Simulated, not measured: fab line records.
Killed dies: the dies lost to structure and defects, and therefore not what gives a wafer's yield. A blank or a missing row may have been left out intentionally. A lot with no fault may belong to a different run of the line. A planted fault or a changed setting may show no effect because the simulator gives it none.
2 desks, one fault -- flow berkeleyCmos170 -- numbers are kept per desk, each desk with only its own; the story behind them comes last

## AT THE METROLOGY DESK
What the gauges read, lot by lot, whatever tool the lot ran on: means of the sampled wafers that have a number. Marked OUT: a lot whose mean sits more than 4 standard deviations from the usual mean, which makes it out of limits; the brackets give that distance.
Columns: A = V1_TEOS_THK at UCB170_V1_THK_MEAS_01, usual 1999 nm
lot,first seen here,A
L924,day 7 05:11,1998
L929,day 8 05:40,1998
L931,day 8 05:41,2011
L930,day 8 05:41,2006
L925,day 8 14:29,1993
L932,day 8 21:58,2007
L933,day 8 21:59,1980
L938,day 10 00:09,2046
L939,day 10 08:08,2007
L940,day 10 08:08,1965
L941,day 11 01:52,1975
L942,day 11 01:52,2006
L946,day 11 08:05,1970
L947,day 11 12:39,1987
Finding of this desk: none of the 14 lots has anything out of limits.

## FOR THE TOOL OWNER'S DESK: lithoTrack-04
For each lot that ran on this tool, the mean over its sampled wafers that have a number, from the tool's own readings at UCB170_M3_COAT_09. Marked OUT: a lot whose mean sits more than 4 standard deviations from the usual mean, which makes it out of limits; the brackets give that distance.
Columns: A = spinSpeedRpm at UCB170_M3_COAT_09, usual 3000.2 rpm
lot,first seen here,A
L931,day 8 16:25,2999.6
L933,day 9 10:19,3378.3 (+99 or more) OUT
L932,day 9 10:44,3378.3 (+99 or more) OUT
Finding of this desk: L932, L933 out of limits; the first was L933 at day 9 10:19, on spinSpeedRpm at UCB170_M3_COAT_09. Within limits: L931.

## TAKEN TOGETHER
An alarm could have come from the tool owner's desk at day 9 10:19, on L932, L933.
The metrology desk saw nothing out of limits.
The metrology desk holds a record of L932, L933, inside its limits.
UCB170_M3_COAT_09 was run on lithoTrack-04 by each of the lots named.

## WHAT THE SIMULATOR HAD PUT IN
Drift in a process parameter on lithoTrack-04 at UCB170_M3_COAT_09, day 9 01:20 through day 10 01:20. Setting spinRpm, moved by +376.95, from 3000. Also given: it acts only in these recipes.
Shown lots that were struck: L932, L933.
Time in hours from fault onset to the first out-of-limits reading at each desk: the tool owner's desk, 9.
